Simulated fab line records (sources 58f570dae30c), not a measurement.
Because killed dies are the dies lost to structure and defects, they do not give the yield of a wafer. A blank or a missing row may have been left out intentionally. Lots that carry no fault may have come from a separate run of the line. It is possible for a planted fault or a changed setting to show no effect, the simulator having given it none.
Which tool is to blame? + flow berkeley_cmos170 + 13 lots, 39 wafers sampled, at 6 steps of a route of 331

== WHAT EACH GAUGE READ, for each wafer ==
UCB170_PLDD_OVL_MEAS_07. Usual: PLDD_OVL -2 nm, standard deviation 5.3.
| lot  | measured     | on         | PLDD_OVL (nm) | flag |
|------|--------------|------------|---------------|------|
| L129 | day 7 02:18  | overlay-01 | -5 -6 -18     |      |
| L130 | day 7 17:26  | overlay-02 | -7 -3 -6      |      |
| L131 | day 7 17:43  | overlay-02 | 1 3 -1        |      |
| L132 | day 8 05:31  | overlay-02 | -3 -5 -7      |      |
| L135 | day 8 13:46  | overlay-02 | 7 5 4         |      |
| L136 | day 9 00:11  | overlay-01 | -5 -4 -2      |      |
| L138 | day 9 11:50  | overlay-02 | 1 1 -4        |      |
| L139 | day 9 20:50  | overlay-02 | -11 -3 -4     |      |
| L140 | day 9 21:11  | overlay-01 | -1 0 6        |      |
| L142 | day 10 08:38 | overlay-01 | 5 1 1         |      |
| L141 | day 10 08:58 | overlay-02 | -5 1 2        |      |
| L143 | day 10 14:18 | overlay-02 | 8 3 12        |      |
| L152 | day 13 02:16 | overlay-02 | 3 0 -7        |      |

UCB170_SPACER_THK_MEAS_01. Usual: SPACER_TEOS_THK 376 nm, standard deviation 5.1.
| lot  | measured     | on            | SPACER_TEOS_THK (nm) | flag |
|------|--------------|---------------|----------------------|------|
| L129 | day 7 05:08  | film_metro-03 | 372 371 375          |      |
| L130 | day 7 19:50  | film_metro-01 | 375 379 380          |      |
| L131 | day 7 20:19  | film_metro-02 | 367 365 369          |      |
| L132 | day 8 08:05  | film_metro-02 | 370 374 377          |      |
| L135 | day 8 16:46  | film_metro-01 | 377 377 378          |      |
| L136 | day 9 03:13  | film_metro-03 | 369 374 377          |      |
| L138 | day 9 14:20  | film_metro-01 | 375 380 375          |      |
| L139 | day 9 23:20  | film_metro-03 | 371 378 378          |      |
| L140 | day 9 23:41  | film_metro-01 | 371 377 375          |      |
| L142 | day 10 11:37 | film_metro-01 | 373 364 375          |      |
| L141 | day 10 11:37 | film_metro-03 | 372 376 375          |      |
| L143 | day 10 16:47 | film_metro-03 | 488 372 381          | OFF  |
| L152 | day 13 05:47 | film_metro-03 | 373 375 378          |      |

UCB170_NSD_CD_MEAS_06 targets a cd of 1200 nm. Usual: cd_nm 1200.2 nm, standard deviation 1.4.
| lot  | measured     | on        | cd_nm (nm)           | flag |
|------|--------------|-----------|----------------------|------|
| L129 | day 7 13:27  | cd_sem-02 | 1201.7 1201.2 1201.3 |      |
| L130 | day 8 06:46  | cd_sem-01 | 1201.3 1201.6 1200.7 |      |
| L131 | day 8 06:57  | cd_sem-02 | 1197.1 1198.1 1198.2 |      |
| L132 | day 8 20:25  | cd_sem-01 | 1200.1 1199.8 1199.7 |      |
| L135 | day 9 01:14  | cd_sem-02 | 1196.4 1197.1 1199.0 |      |
| L136 | day 9 11:50  | cd_sem-01 | 1200.5 1200.3 1198.8 |      |
| L138 | day 10 02:01 | cd_sem-01 | 1201.7 1200.0 1199.7 |      |
| L139 | day 10 09:40 | cd_sem-02 | 1202.0 1202.2 1200.9 |      |
| L140 | day 10 10:13 | cd_sem-02 | 1198.5 1199.7 1200.0 |      |
| L142 | day 10 23:35 | cd_sem-02 | 1199.7 1199.1 1200.0 |      |
| L141 | day 11 00:10 | cd_sem-01 | 1201.7 1202.6 1202.1 |      |
| L143 | day 10 23:56 | cd_sem-02 | 1201.2 1202.3        |      |
| L152 | day 13 14:07 | cd_sem-01 | 1200.2 1199.8 1200.0 |      |

== WHAT TOOL EACH LOT RAN ON (gives the tool, then ch and the chambers of the sampled wafers, and finally the start) ==
| lot  | UCB170_PLDD_STRIP_10                 | UCB170_SPACER_CVD_00            | UCB170_SPACER_ETCHBACK_03          |
|------|--------------------------------------|---------------------------------|------------------------------------|
| L129 | plasma_asher-01 ch 0,1, day 7 02:38  | pecvd-03 ch 0,1,2, day 7 05:05  | rie_diel-01 ch 2,3, day 7 09:56    |
| L130 | plasma_asher-01 ch 0,1, day 7 17:49  | pecvd-01 ch 0,1,2, day 7 19:47  | rie_diel-02 ch 0,2,3, day 8 03:14  |
| L131 | plasma_asher-01 ch 0,1, day 7 18:03  | pecvd-03 ch 0,1,2, day 7 20:16  | rie_diel-01 ch 1,2,3, day 8 03:14  |
| L132 | plasma_asher-03 ch 0,1, day 8 05:52  | pecvd-01 ch 0,1, day 8 08:02    | rie_diel-01 ch 0,2,3, day 8 15:40  |
| L135 | plasma_asher-01 ch 0,1, day 8 14:07  | pecvd-02 ch 0,1,2, day 8 16:44  | rie_diel-01 ch 0,2,3, day 8 22:27  |
| L136 | plasma_asher-01 ch 0,1, day 9 00:31  | pecvd-03 ch 1,2, day 9 03:10    | rie_diel-04 ch 0,2, day 9 08:33    |
| L138 | plasma_asher-03 ch 1, day 9 12:10    | pecvd-02 ch 1,2, day 9 14:17    | rie_diel-04 ch 0,2, day 9 23:15    |
| L139 | plasma_asher-03 ch 0,1, day 9 21:11  | pecvd-03 ch 1,2, day 9 23:17    | rie_diel-01 ch 1,3, day 10 06:28   |
| L140 | plasma_asher-01 ch 0,1, day 9 21:31  | pecvd-02 ch 0,1,2, day 9 23:38  | rie_diel-04 ch 1,2, day 10 06:28   |
| L142 | plasma_asher-01 ch 0,1, day 10 08:58 | pecvd-02 ch 1,2, day 10 11:34   | rie_diel-01 ch 1,2, day 10 20:36   |
| L141 | plasma_asher-03 ch 0, day 10 09:18   | pecvd-03 ch 1,2, day 10 11:34   | rie_diel-04 ch 1,3, day 10 20:36   |
| L143 | plasma_asher-03 ch 0,1, day 10 14:38 | pecvd-02 ch 0,1,2, day 10 16:44 | rie_diel-02 ch 0,1,2, day 10 20:36 |
| L152 | plasma_asher-01 ch 0, day 13 02:35   | pecvd-03 ch 0,2, day 13 05:44   | rie_diel-01 ch 2,3, day 13 10:59   |
- UCB170_PLDD_STRIP_10: strips in O2.
- UCB170_SPACER_CVD_00: deposits SiO2 from TEOS/O2, target thk 376 nm, time 47 s.
- UCB170_SPACER_ETCHBACK_03: etches SiO2 in CHF3/CF4/Ar, stops on Si, target depth 376 nm, time 100 s.

== AS READ BY THE TOOLS THEMSELVES (means over the sampled wafers that have a number; for cases with no such wafer, the mark the record gives instead) ==
UCB170_PLDD_STRIP_10. Usual: drypump_motor_current_A 5.7 A, standard deviation 0.52; oes_product_au 0.735 a.u., standard deviation 0.0044; strip_time_to_endpoint_s 21.63 s, standard deviation 0.051.
| lot  | tool            | drypump_motor_current_A (A) | oes_product_au (a.u.) | strip_time_to_endpoint_s (s) | flag |
|------|-----------------|-----------------------------|-----------------------|------------------------------|------|
| L129 | plasma_asher-01 | 5.3                         | 0.731                 | 21.62                        |      |
| L130 | plasma_asher-01 | 5.3                         | 0.729                 | 21.63                        |      |
| L131 | plasma_asher-01 | 5.3                         | 0.740                 | 21.66                        |      |
| L132 | plasma_asher-03 | 6.1                         | 0.734                 | 21.64                        |      |
| L135 | plasma_asher-01 | 5.3                         | 0.737                 | 21.59                        |      |
| L136 | plasma_asher-01 | 5.3                         | 0.736                 | 21.57                        |      |
| L138 | plasma_asher-03 | 5.3                         | 0.738                 | 21.61                        |      |
| L139 | plasma_asher-03 | 6.1                         | 0.736                 | 21.69                        |      |
| L140 | plasma_asher-01 | 5.3                         | 0.737                 | 21.62                        |      |
| L142 | plasma_asher-01 | 5.3                         | 0.736                 | 21.66                        |      |
| L141 | plasma_asher-03 | 6.5                         | 0.738                 | 21.62                        |      |
| L143 | plasma_asher-03 | 6.1                         | 0.733                 | 21.60                        |      |
| L152 | plasma_asher-01 | 5.1                         | 0.735                 | 21.68                        |      |

UCB170_SPACER_CVD_00. Usual: heater_power_w 260 W, standard deviation 51.
| lot  | tool     | heater_power_w (W) | flag |
|------|----------|--------------------|------|
| L129 | pecvd-03 | 239                |      |
| L130 | pecvd-01 | 275                |      |
| L131 | pecvd-03 | 267                |      |
| L132 | pecvd-01 | 301                |      |
| L135 | pecvd-02 | 237                |      |
| L136 | pecvd-03 | 249                |      |
| L138 | pecvd-02 | 243                |      |
| L139 | pecvd-03 | 285                |      |
| L140 | pecvd-02 | 217                |      |
| L142 | pecvd-02 | 238                |      |
| L141 | pecvd-03 | 250                |      |
| L143 | pecvd-02 | 246                |      |
| L152 | pecvd-03 | 275                |      |

UCB170_SPACER_ETCHBACK_03. Usual: drypump_motor_current_A 5.9 A, standard deviation 0.34; mfc_ar_sccm 120.0 sccm, standard deviation 0.35; oes_product_au 0.901 a.u., standard deviation 0.014; throttle_valve_pct 6.47 %, standard deviation 0.11.
| lot  | tool        | drypump_motor_current_A (A) | mfc_ar_sccm (sccm) | oes_product_au (a.u.) | throttle_valve_pct (%) | flag |
|------|-------------|-----------------------------|--------------------|-----------------------|------------------------|------|
| L129 | rie_diel-01 | 5.9                         | 120.0              | 0.903                 | 6.50                   |      |
| L130 | rie_diel-02 | 6.1                         | 120.1              | 0.902                 | 6.52                   |      |
| L131 | rie_diel-01 | 5.7                         | 120.2              | 0.881                 | 6.54                   |      |
| L132 | rie_diel-01 | 5.9                         | 120.3              | 0.899                 | 6.44                   |      |
| L135 | rie_diel-01 | 5.8                         | 119.9              | 0.900                 | 6.44                   |      |
| L136 | rie_diel-04 | 6.2                         | 119.7              | 0.890                 | 6.36                   |      |
| L138 | rie_diel-04 | 6.2                         | 120.3              | 0.892                 | 6.43                   |      |
| L139 | rie_diel-01 | 5.6                         | 120.2              | 0.903                 | 6.57                   |      |
| L140 | rie_diel-04 | 5.9                         | 120.0              | 0.902                 | 6.39                   |      |
| L142 | rie_diel-01 | 5.8                         | 120.0              | 0.888                 | 6.55                   |      |
| L141 | rie_diel-04 | 5.8                         | 120.5              | 0.906                 | 6.44                   |      |
| L143 | rie_diel-02 | 5.9                         | 120.0              | 0.938                 | 6.47                   |      |
| L152 | rie_diel-01 | 5.8                         | 120.0              | 0.906                 | 6.49                   |      |

== THE ANSWER, worked out from the rows above alone ==
Rule: a lot is off if the mean of its wafers that have a number lies more than 3 standard deviations from the usual mean. Also off: a lot with no number at a reading for which 4 or more lots have one. Any other lot the step has rows for is counted as sound. The gauges are gone through in route order, then the tools' own readings, and for those a lot's mean is taken as printed above. At the first step where some lot is off, the reading lying furthest off is the one used; lots without a number count as furthest.
Off: L143, seen at UCB170_SPACER_THK_MEAS_01 (SPACER_TEOS_THK).
If a tool, at a process step before that reading, ran all the lots that are off and no sound lot after the first of them, it fits. Gauges at UCB170_SPACER_THK_MEAS_01: tried the same way as those tools. 2 tools fit, plasma_asher-03 at UCB170_PLDD_STRIP_10 and pecvd-02 at UCB170_SPACER_CVD_00, so this cannot tell which one it is.

== WHAT WAS PUT IN BY THE SIMULATOR ==
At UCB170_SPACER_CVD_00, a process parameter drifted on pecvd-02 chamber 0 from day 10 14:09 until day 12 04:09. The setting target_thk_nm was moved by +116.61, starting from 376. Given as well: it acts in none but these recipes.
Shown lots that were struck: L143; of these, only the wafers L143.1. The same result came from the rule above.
